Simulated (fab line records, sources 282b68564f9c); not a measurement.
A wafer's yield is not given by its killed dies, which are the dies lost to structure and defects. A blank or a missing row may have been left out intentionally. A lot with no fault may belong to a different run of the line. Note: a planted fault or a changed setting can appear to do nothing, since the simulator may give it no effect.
fab line records	flow ritCmos
record lots=13	wafers=39	lastDay=19
route steps=202 shown CONTACT@168
lots that met no fault: from a run of the same line without faults
startH: start of the lot's first displayed wafer, in hours after the record's first day	waitH: hours elapsed since this lot's preceding step	" the same as in the row above	L1.1+2: one row covering several wafers at once	- no value, or no start given	* or withheld: withheld	< > ~ a bound
route shown NAME@n: names a module that has steps shown in the file, with the first one's number in the route	usual: mean and standard deviation over wafers with no fault	same: alike in all rows	chamber/n: place in a boat	sites: each site's reading	_std_site: standard deviation of those values	_edge_site: outer sites' mean less inner sites'	radiusMm: for every site, how far away it sits from the centre of the wafer	mask NAME#n: copy n	behind: the last tool/chamber to shape the wafer	hold: why the lot was held/for how many hours/how that ended	device: the n, p or np transistor that did not switch	end of line: the route-end tests of the same wafers	step lacking rows: just its recipe	killed: the dies lost at the first sort to structure and to defects; this is not the yield of the wafer	map: a wafer's dies, x killed, . not, _ none there
set.NAME: the setting as run; set.NAME@STEP: as run at that earlier step	model.NAME: the simulator's own value behind a step, which no gauge read
steps of the route over a sample of lots; a table a step, a row a wafer
services: when a tool's chamber went out of use (startH, in hours from the record's first day, below 0 if earlier), for how many hours, and the reason
## steps
# step RIT_CONTACT_CVD_00
# recipe material=SiO2	targetThkNm=400	precursor=TEOS	tempC=390	timeS=61	rfW=400
# usual heaterPowerW=326/56
lot.wafer	tool	chamber	startH	waitH	heaterPowerW
L971.1	pecvd-03	1	52.07	0.1	416
L971.2	"	0	"	"	293
L971.5	"	1	"	"	434
L972.1	pecvd-02	1	55.48	0.1	299
L972.3	"	0	"	"	368
L972.4	"	0	"	"	385
L973.2	pecvd-01	1	68.50	0.0	338
L973.4	"	1	"	"	355
L973.6	"	0	"	"	236
L974.1	pecvd-03	0	74.86	0.1	252
L974.2	"	2	"	"	307
L974.6	"	2	"	"	321
L975.1	pecvd-02	2	81.66	0.1	303
L975.2	"	1	"	"	313
L975.5	"	2	"	"	316
L980.1	pecvd-03	1	111.75	0.1	375
L980.2	"	2	"	"	310
L980.4	"	0	"	"	338
L983.1	pecvd-03	2	121.74	0.1	322
L983.2	"	1	"	"	426
L983.5	"	1	"	"	430
L986.2	pecvd-02	0	134.19	0.0	306
L986.4	"	0	"	"	330
L986.6	"	1	"	"	317
L988.1	pecvd-01	1	142.35	0.1	339
L988.2	"	2	"	"	409
L988.3	"	0	"	"	267
L989.2	pecvd-02	2	147.62	0.1	312
L989.3	"	0	"	"	347
L989.6	"	0	"	"	358
L991.4	pecvd-01	1	156.76	0.1	267
L991.5	"	0	"	"	237
L991.6	"	2	"	"	412
L992.2	pecvd-02	2	161.68	0.0	343
L992.3	"	1	"	"	269
L992.6	"	0	"	"	324
L993.2	pecvd-03	0	442.98	0.0	255
L993.4	"	0	"	"	271
L993.5	"	1	"	"	428
# step RIT_CONTACT_THK_MEAS_01
# recipe reads=SiO2_of_CONTACT_CVD_00
# usual CONTACT_TEOS_THK=400/5.5
lot.wafer	tool	chamber	startH	waitH	CONTACT_TEOS_THK[nm]
L971.1	filmMetro-04	-	52.12	0.0	388
L971.2	"	-	"	"	400
L971.5	"	-	"	"	399
L972.1	filmMetro-02	-	55.54	0.0	398
L972.3	"	-	"	"	392
L972.4	"	-	"	"	402
L973.2	filmMetro-02	-	68.56	0.0	399
L973.4	"	-	"	"	404
L973.6	"	-	"	"	411
L974.1	filmMetro-02	-	74.91	0.0	396
L974.2	"	-	"	"	393
L974.6	"	-	"	"	400
L975.1	filmMetro-04	-	81.71	0.0	398
L975.2	"	-	"	"	400
L975.5	"	-	"	"	402
L980.1	filmMetro-04	-	111.80	0.0	397
L980.2	"	-	"	"	244
L980.4	"	-	"	"	407
L983.1	filmMetro-02	-	121.79	0.0	241
L983.2	"	-	"	"	396
L983.5	"	-	"	"	397
L986.2	filmMetro-04	-	134.25	0.0	396
L986.4	"	-	"	"	401
L986.6	"	-	"	"	405
L988.1	filmMetro-01	-	142.40	0.0	393
L988.2	"	-	"	"	395
L988.3	"	-	"	"	402
L989.2	filmMetro-01	-	147.68	0.0	405
L989.3	"	-	"	"	395
L989.6	"	-	"	"	403
L991.4	filmMetro-01	-	156.81	0.0	398
L991.5	"	-	"	"	409
L991.6	"	-	"	"	403
L992.2	filmMetro-01	-	161.74	0.0	404
L992.3	"	-	"	"	404
L992.6	"	-	"	"	406
L993.2	filmMetro-01	-	443.07	0.1	398
L993.4	"	-	"	"	403
L993.5	"	-	"	"	398
## services
tool	chamber	startH	hours	kind
pecvd-02	1	94.49	7.6	repair
pecvd-03	-	133.40	1.8	repair
pecvd-03	2	159.42	8.5	repair
pecvd-03	2	197.78	16.6	repair
pecvd-03	1	214.86	2.2	repair
pecvd-02	0	217.27	6.5	repair
pecvd-02	2	297.94	5.9	repair
pecvd-03	1	325.98	4.6	repair
pecvd-01	-	354.26	6.0	pm
pecvd-03	0	358.16	3.6	repair
pecvd-01	0	362.49	3.7	repair
pecvd-02	-	383.29	0.8	repair
pecvd-01	1	406.21	5.7	repair
pecvd-03	-	419.35	0.5	repair
pecvd-03	0	419.71	7.8	repair
pecvd-02	-	420.68	0.7	repair
pecvd-03	2	438.62	5.3	repair
## key
firstSign step=RIT_CONTACT_THK_MEAS_01	reading=CONTACT_TEOS_THK	direction=down	sigmas=29	usual=400	struck=243
effect none on later readings
metAt RIT_CONTACT_CVD_00
struckLots L980,L983
struckWafers L980.2,L983.1
testerLeftOut L980,L983
onsetBetween 74.86 111.75
fault kind=processParameterDrift	tool=pecvd-03	chamber=2	onsetH=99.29	steps=RIT_CONTACT_CVD_00	channel=targetThkNm	offset=-153.82	shape=step	endH=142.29	stated=400
# testerLeftOut: of these lots the tester's yield and bins aren't shown, on N5 and GAA mostly nor the transistor test; their killed dies are dies lost to structure and defects alone, not to doping, threshold or leakage, so they don't give the yield
